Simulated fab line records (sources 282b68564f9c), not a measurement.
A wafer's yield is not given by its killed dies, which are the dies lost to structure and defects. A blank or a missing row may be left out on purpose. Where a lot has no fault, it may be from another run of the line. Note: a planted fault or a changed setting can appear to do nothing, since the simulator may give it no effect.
The tool behind it: which one? ; flow rit cmos ; 14 lots, 41 wafers sampled, at 3 steps of a route of 202

== WHAT THE GAUGES SHOWED, per wafer ==
RIT_PWELL_TW_MEAS_10.
lot;measured;on;PWELL_TW
L984;day 2 00:36;film metro-01;960 959 962
L985;day 2 05:43;film metro-01;958 958 957
L988;day 2 20:58;film metro-01;959 957 958
L989;day 3 04:29;film metro-03;909 905
L992;day 3 17:35;film metro-03;903 904 910
L993;day 3 22:41;film metro-01;955 957 957
L996;day 4 12:28;film metro-04;965 969 968
L998;day 4 20:45;film metro-03;947 945 943
L100;day 5 08:38;film metro-04;968 971 962
L101;day 5 13:05;film metro-04;962 965 961
L104;day 6 03:55;film metro-01;957 955 955
L105;day 6 09:13;film metro-04;969 966 971
L106;day 6 13:07;film metro-01;955 959 959
L107;day 6 17:27;film metro-01;947 955 951

RIT_WELLDRIVE_RS_MEAS_02: measurement is done with a four-point probe.
lot;measured;on;PWELL_RS (ohm/sq)
L984;day 2 06:37;film metro-01;424.1 425.4 423.7
L985;day 2 11:43;film metro-03;424.6 423.7 424.7
L988;day 3 02:25;film metro-01;424.0 423.4 424.6
L989;day 3 09:48;film metro-03;454.3 454.4
L992;day 3 23:06;film metro-03;456.0 454.3 455.5
L993;day 4 05:27;film metro-03;424.3 424.5 423.1
L996;day 4 18:05;film metro-04;426.1 425.5 424.7
L998;day 5 02:01;film metro-03;423.7 422.6 423.0
L100;day 5 13:54;film metro-01;423.4 422.3 425.7
L101;day 5 18:59;film metro-01;423.8 423.5 423.9
L104;day 6 09:11;film metro-03;424.9 426.0 426.3
L105;day 6 14:29;film metro-04;424.3 424.6 424.4
L106;day 6 19:45;film metro-03;424.5 425.0 426.6
L107;day 7 00:28;film metro-03;426.4 426.3 425.7

== WHICH TOOL RAN EACH LOT (tool, then ch and the chambers of the sampled wafers, then the start) ==
lot;RIT_PWELL_IMPLANT_08
L984;implanter-03 ch 0, day 2 00:17
L985;implanter-03 ch 0, day 2 05:23
L988;implanter-02 ch 0, day 2 20:38
L989;implanter-03 ch 0, day 3 04:14
L992;implanter-03 ch 0, day 3 17:16
L993;implanter-02 ch 0, day 3 22:22
L996;implanter-02 ch 0, day 4 12:11
L998;implanter-02 ch 0, day 4 20:25
L100;implanter-02 ch 0, day 5 08:19
L101;implanter-02 ch 0, day 5 12:46
L104;implanter-02 ch 0, day 6 03:35
L105;implanter-03 ch 0, day 6 08:53
L106;implanter-01 ch 0, day 6 12:48
L107;implanter-02 ch 0, day 6 17:08
- RIT_PWELL_IMPLANT_08

== AS READ BY THE TOOLS THEMSELVES (means over the sampled wafers that have a number; for cases with no such wafer, the mark the record gives instead) ==
RIT_PWELL_IMPLANT_08.
lot;tool;beam on s (s);faraday current uA;tilt deg (degrees)
L984;implanter-03;10.13;223;6.987
L985;implanter-03;10.02;226;6.983
L988;implanter-02;10.22;221;7.033
L989;implanter-03;8.89;254;7.010
L992;implanter-03;8.86;255;6.993
L993;implanter-02;10.02;226;7.020
L996;implanter-02;9.74;231;7.008
L998;implanter-02;9.93;227;7.027
L100;implanter-02;10.11;223;6.993
L101;implanter-02;10.00;226;6.989
L104;implanter-02;10.08;224;6.998
L105;implanter-03;10.00;225;6.981
L106;implanter-01;10.05;225;6.990
L107;implanter-02;9.84;229;7.016

== THE ANSWER, worked out from the rows above alone ==
Rule: usual is defined by the lots themselves. The widest of any qualifying gaps counts: lots, ordered by their means at a reading, are off when they make up no more than a third of the lots, leave a main group of 4 or more, and stand apart from it by 3 or more times the standard deviation of that group's means. A main group is skipped when, at the precision printed for the reading in the tables above, its means are all equal. A lot without any number at a reading at which 4 lots or more have one is off too. Any other lot the step has rows for is counted as sound. Order of review: gauges by route order, followed by the tools' own readings, for which a lot's mean as printed above is used. The first step at which some lot is off is used, and at that step the reading that is off furthest; a lot without a number counts as furthest.
Off: L989, L992, seen at RIT_PWELL_TW_MEAS_10 (PWELL_TW). Main group: mean 959, sd 6.6.
If a tool, at a process step before that reading, ran all the lots that are off and no sound lot after the first of them, it fits. Not tried: the gauges at RIT_PWELL_TW_MEAS_10; whatever is off there is also off at RIT_PWELL_IMPLANT_08, on other tools, and gauge error can't account for it. None of those tried fits.

== WHAT HAD BEEN PUT IN BY THE SIMULATOR ==
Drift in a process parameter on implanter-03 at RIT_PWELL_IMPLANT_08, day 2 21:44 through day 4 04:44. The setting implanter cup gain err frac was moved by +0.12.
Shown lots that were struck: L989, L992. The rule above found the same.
